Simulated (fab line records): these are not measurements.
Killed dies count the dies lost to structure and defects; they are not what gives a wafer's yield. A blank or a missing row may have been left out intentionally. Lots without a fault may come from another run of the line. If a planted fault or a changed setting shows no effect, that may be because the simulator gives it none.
Which tool did it?    flow rit-cmos    at 1 step of a route of 202, 14 lots with 42 wafers sampled

## WHAT EACH GAUGE READ, for each wafer
RIT_REOX_THK_MEAS_04.
lot   measured     on             REOX_OXIDE_THK (nm)
L822  day 2 17:26  film-metro-02  25.2 25.5 25.6
L823  day 3 00:20  film-metro-04  24.3 24.2 24.4
L824  day 3 02:54  film-metro-04  24.8 24.9 24.5
L825  day 3 07:48  film-metro-04  26.0 26.0 26.2
L826  day 3 13:10  film-metro-02  25.5 26.0 25.6
L827  day 3 18:42  film-metro-04  25.5 25.1 25.3
L828  day 4 00:05  film-metro-02  24.6 24.4 24.8
L834  day 5 05:34  film-metro-04  27.4 27.8 27.6
L835  day 5 10:04  film-metro-04  27.9 28.2 27.6
L841  day 6 14:44  film-metro-02  25.5 25.1 25.6
L842  day 6 19:54  film-metro-02  24.6 24.9 24.4
L843  day 7 02:13  film-metro-02  25.0 24.6 25.2
L844  day 7 05:56  film-metro-01  25.5 26.0 25.7
L845  day 7 10:54  film-metro-01  26.2 25.5 25.6

## EACH LOT AND THE TOOL THAT RAN IT (in order: tool; ch and the chambers of the sampled wafers; start)
No process step before these readings appears in the record.

## AS READ BY THE TOOLS THEMSELVES (means over the sampled wafers that have a number; for cases with no such wafer, the mark the record gives instead)
The record holds no such reading with a usual standard deviation.

## THE ANSWER, worked out from the rows above alone
Rule: what is usual is taken from the lots themselves. Put in order of their means at a reading, lots are off if they are a third of the lots or fewer, leave a main group of 4 or more, and stand apart from it by a gap of 3 or more times the standard deviation of the main group's means; of several such gaps the widest counts. The tables above print the reading to a certain number of digits; a main group whose means all agree to those digits is not used. Also off: a lot with no number at a reading for which 4 or more lots have one. All remaining lots with rows at the step are treated as sound. After the gauges, taken in route order, come the tools' own readings; for these a lot's mean is taken, as printed above. At the first step where some lot is off, the reading lying furthest off is the one used; lots without a number count as furthest.
Nothing can be told from this: no lot is off at any reading shown.

## WHAT HAD BEEN PUT IN BY THE SIMULATOR
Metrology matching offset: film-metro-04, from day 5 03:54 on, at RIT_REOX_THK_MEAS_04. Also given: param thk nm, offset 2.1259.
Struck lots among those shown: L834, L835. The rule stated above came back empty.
